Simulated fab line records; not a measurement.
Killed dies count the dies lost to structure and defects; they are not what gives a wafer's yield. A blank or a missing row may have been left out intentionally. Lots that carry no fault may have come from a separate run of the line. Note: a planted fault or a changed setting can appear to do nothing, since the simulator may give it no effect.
Split-lot study / flow rit-cmos / route with 202 steps; 5 lots, 23 wafers read

== ON THE SPLIT ==
At RIT_NWELL_COAT_01 (resist thk 1300 nm), the setting spin-rpm was moved away from the recipe's 2000 rpm on 11 of the 23 wafers read, by -2.3% to +6.0%. All remaining wafers had this setting at the recipe value.

There is no step in the file separating the split from the reading.

== THE READING ==
NOVOLAK_of_NWELL_COAT_01.thk-nm (the simulator's own value, which no gauge read), in nm, at RIT_NWELL_HARDBAKE_07 (time 120 s). The file does not state a usual value for it. The 12 wafers here that ran the recipe average 1138 nm, standard deviation 3.7 nm.

wafer=L075.1; tool, chamber at the split=litho-track-02, 0; spin-rpm as run, rpm=2095; against the recipe=+4.8%; NOVOLAK_of_NWELL_COAT_01.thk-nm, nm=1117; against lot-mates on the recipe=-26
wafer=L075.2; tool, chamber at the split=litho-track-02, 0; spin-rpm as run, rpm=2000; against the recipe=recipe; NOVOLAK_of_NWELL_COAT_01.thk-nm, nm=1140; against lot-mates on the recipe=-
wafer=L075.3; tool, chamber at the split=litho-track-02, 0; spin-rpm as run, rpm=2095; against the recipe=+4.8%; NOVOLAK_of_NWELL_COAT_01.thk-nm, nm=1118; against lot-mates on the recipe=-24
wafer=L075.4; tool, chamber at the split=litho-track-02, 0; spin-rpm as run, rpm=2095; against the recipe=+4.8%; NOVOLAK_of_NWELL_COAT_01.thk-nm, nm=1116; against lot-mates on the recipe=-26
wafer=L075.6; tool, chamber at the split=litho-track-02, 0; spin-rpm as run, rpm=2000; against the recipe=recipe; NOVOLAK_of_NWELL_COAT_01.thk-nm, nm=1145; against lot-mates on the recipe=-
wafer=L076.1; tool, chamber at the split=litho-track-02, 0; spin-rpm as run, rpm=2119; against the recipe=+6.0%; NOVOLAK_of_NWELL_COAT_01.thk-nm, nm=1101; against lot-mates on the recipe=-34
wafer=L076.2; tool, chamber at the split=litho-track-02, 0; spin-rpm as run, rpm=2000; against the recipe=recipe; NOVOLAK_of_NWELL_COAT_01.thk-nm, nm=1131; against lot-mates on the recipe=-
wafer=L076.4; tool, chamber at the split=litho-track-02, 0; spin-rpm as run, rpm=2119; against the recipe=+6.0%; NOVOLAK_of_NWELL_COAT_01.thk-nm, nm=1104; against lot-mates on the recipe=-30
wafer=L076.5; tool, chamber at the split=litho-track-02, 0; spin-rpm as run, rpm=2000; against the recipe=recipe; NOVOLAK_of_NWELL_COAT_01.thk-nm, nm=1138; against lot-mates on the recipe=-
wafer=L076.6; tool, chamber at the split=litho-track-02, 0; spin-rpm as run, rpm=2119; against the recipe=+6.0%; NOVOLAK_of_NWELL_COAT_01.thk-nm, nm=1107; against lot-mates on the recipe=-28
wafer=L083.1; tool, chamber at the split=litho-track-03, 0; spin-rpm as run, rpm=2000; against the recipe=recipe; NOVOLAK_of_NWELL_COAT_01.thk-nm, nm=1138; against lot-mates on the recipe=-
wafer=L083.4; tool, chamber at the split=litho-track-03, 0; spin-rpm as run, rpm=2000; against the recipe=recipe; NOVOLAK_of_NWELL_COAT_01.thk-nm, nm=1132; against lot-mates on the recipe=-
wafer=L083.6; tool, chamber at the split=litho-track-03, 0; spin-rpm as run, rpm=2000; against the recipe=recipe; NOVOLAK_of_NWELL_COAT_01.thk-nm, nm=1137; against lot-mates on the recipe=-
wafer=L084.1; tool, chamber at the split=litho-track-03, 0; spin-rpm as run, rpm=2000; against the recipe=recipe; NOVOLAK_of_NWELL_COAT_01.thk-nm, nm=1140; against lot-mates on the recipe=-
wafer=L084.2; tool, chamber at the split=litho-track-03, 0; spin-rpm as run, rpm=1954; against the recipe=-2.3%; NOVOLAK_of_NWELL_COAT_01.thk-nm, nm=1148; against lot-mates on the recipe=+10
wafer=L084.4; tool, chamber at the split=litho-track-03, 0; spin-rpm as run, rpm=2000; against the recipe=recipe; NOVOLAK_of_NWELL_COAT_01.thk-nm, nm=1134; against lot-mates on the recipe=-
wafer=L084.5; tool, chamber at the split=litho-track-03, 0; spin-rpm as run, rpm=2000; against the recipe=recipe; NOVOLAK_of_NWELL_COAT_01.thk-nm, nm=1139; against lot-mates on the recipe=-
wafer=L084.6; tool, chamber at the split=litho-track-03, 0; spin-rpm as run, rpm=1954; against the recipe=-2.3%; NOVOLAK_of_NWELL_COAT_01.thk-nm, nm=1151; against lot-mates on the recipe=+13
wafer=L085.1; tool, chamber at the split=litho-track-03, 0; spin-rpm as run, rpm=1962; against the recipe=-1.9%; NOVOLAK_of_NWELL_COAT_01.thk-nm, nm=1139; against lot-mates on the recipe=+1
wafer=L085.2; tool, chamber at the split=litho-track-03, 0; spin-rpm as run, rpm=1962; against the recipe=-1.9%; NOVOLAK_of_NWELL_COAT_01.thk-nm, nm=1149; against lot-mates on the recipe=+11
wafer=L085.3; tool, chamber at the split=litho-track-03, 0; spin-rpm as run, rpm=1962; against the recipe=-1.9%; NOVOLAK_of_NWELL_COAT_01.thk-nm, nm=1148; against lot-mates on the recipe=+10
wafer=L085.4; tool, chamber at the split=litho-track-03, 0; spin-rpm as run, rpm=2000; against the recipe=recipe; NOVOLAK_of_NWELL_COAT_01.thk-nm, nm=1136; against lot-mates on the recipe=-
wafer=L085.6; tool, chamber at the split=litho-track-03, 0; spin-rpm as run, rpm=2000; against the recipe=recipe; NOVOLAK_of_NWELL_COAT_01.thk-nm, nm=1140; against lot-mates on the recipe=-

FIT RESULTS
A straight line over all 23 wafers: NOVOLAK_of_NWELL_COAT_01.thk-nm changes by -5.05 nm for each +1% of spin-rpm; r = -0.96; the points scatter about the line by 4 nm.
The same after taking each lot's own level away (the mean of its wafers on the recipe; 23 wafers): -5.09 nm for each +1%; r = -0.98; scatter 3 nm.
Per that fit: largest spin-rpm move, reading shift of 30 nm.
From 1134.5 to 1142.5 nm: that is the span of the lots' own levels, equal to 2.2 times the standard deviation above.
Consequently the slope shifts little with the lot-to-lot level, the two slopes agreeing.
Check: -30.1 nm against its lot-mates is what the line predicts for one of the wafers moved furthest among these (+6.0%) when that wafer is left out of the fit. It came out at -33.5 nm against them.

== ADDITIONAL SPLITS CARRIED BY THESE WAFERS ==
Before the reading, these wafers also passed through other splits. Each is held against what the fit with the lots' levels taken away leaves over:
other split on the same wafers=RIT_ACTIVE_OXIDATION_01 ox-time-s; wafers away from the commonest value=18; r with NOVOLAK_of_NWELL_COAT_01.thk-nm (lot level and that fit taken away)=-0.14
other split on the same wafers=RIT_ACTIVE_SOFTBAKE_07 temp-c; wafers away from the commonest value=10; r with NOVOLAK_of_NWELL_COAT_01.thk-nm (lot level and that fit taken away)=-0.30
other split on the same wafers=RIT_ACTIVE_DEVELOP_10 develop-time-s; wafers away from the commonest value=7; r with NOVOLAK_of_NWELL_COAT_01.thk-nm (lot level and that fit taken away)=+0.14

== THE WHOLE CHAIN: every reading that the file lists as answering this split, in the file's order ==
step=RIT_NWELL_COAT_01; what it does=resist thk 1300 nm; reading=NOVOLAK_of_NWELL_COAT_01.thk-nm (the simulator's own value, which no gauge read); change (the file's fit)=-5.98 nm for each +1% of the setting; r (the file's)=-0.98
step=RIT_NWELL_HARDBAKE_07; what it does=time 120 s; reading=NOVOLAK_of_NWELL_COAT_01.thk-nm (the simulator's own value, which no gauge read); change (the file's fit)=-5.13 nm for each +1% of the setting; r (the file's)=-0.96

== THE FILE'S OWN FIT ==
NOVOLAK_of_NWELL_COAT_01.thk-nm changes by -5.13 nm for each +1% of spin-rpm, r = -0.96.
